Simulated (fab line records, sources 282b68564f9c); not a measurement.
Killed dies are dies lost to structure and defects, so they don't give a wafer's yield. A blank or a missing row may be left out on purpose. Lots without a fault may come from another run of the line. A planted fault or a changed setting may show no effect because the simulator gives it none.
Which tool did it? | flow rit_cmos | 7 lots, 21 wafers sampled, at 2 steps of a route of 202

WHAT THE GAUGES READ, wafer by wafer
RIT_PRETRO_TW_MEAS_10.
lot  | measured    | on            | PRETRO_TW
L730 | day 2 13:43 | film_metro-02 | 470.9 470.4 474.3
L732 | day 2 22:42 | film_metro-01 | 479.2 477.2 479.6
L734 | day 3 09:45 | film_metro-02 | 470.5 470.5 471.0
L736 | day 3 18:22 | film_metro-04 | 476.7 477.4 476.2
L741 | day 4 19:50 | film_metro-01 | 423.1 419.8 421.1
L747 | day 6 01:03 | film_metro-04 | 477.8 480.5 480.2
L749 | day 6 11:46 | film_metro-02 | 475.8 473.5 475.2

WHICH TOOL RAN EACH LOT (tool, then ch and the chambers of the sampled wafers, then the start)
lot  | RIT_PRETRO_IMPLANT_08
L730 | implanter-01 ch 0, day 2 13:25
L732 | implanter-03 ch 0, day 2 22:23
L734 | implanter-01 ch 0, day 3 09:17
L736 | implanter-03 ch 0, day 3 18:02
L741 | implanter-01 ch 0, day 4 19:33
L747 | implanter-04 ch 0, day 6 00:44
L749 | implanter-04 ch 0, day 6 11:27
- RIT_PRETRO_IMPLANT_08

THE ANSWER, worked out from the rows above alone
Rule: what is usual is taken from the lots themselves. Put in order of their means at a reading, lots are off if they are a third of the lots or fewer, leave a main group of 4 or more, and stand apart from it by a gap of 3 or more times the standard deviation of the main group's means; of several such gaps the widest counts. A main group whose means are all the same, to the digits that the tables above print for the reading, isn't used. A lot without any number at a reading at which 4 lots or more have one is off too. The other lots that the step has rows for count as sound.
Off: L741, at RIT_PRETRO_TW_MEAS_10 (PRETRO_TW). The main group: mean 475.4, standard deviation 3.3.
A tool fits if, at a process step before that reading, it ran every lot that is off, and no sound lot after the first of them. The gauges at RIT_PRETRO_TW_MEAS_10 are tried like those tools. Can't be told from this: 2 tools fit, implanter-01 at RIT_PRETRO_IMPLANT_08, film_metro-01 at RIT_PRETRO_TW_MEAS_10.

WHAT THE SIMULATOR HAD PUT IN
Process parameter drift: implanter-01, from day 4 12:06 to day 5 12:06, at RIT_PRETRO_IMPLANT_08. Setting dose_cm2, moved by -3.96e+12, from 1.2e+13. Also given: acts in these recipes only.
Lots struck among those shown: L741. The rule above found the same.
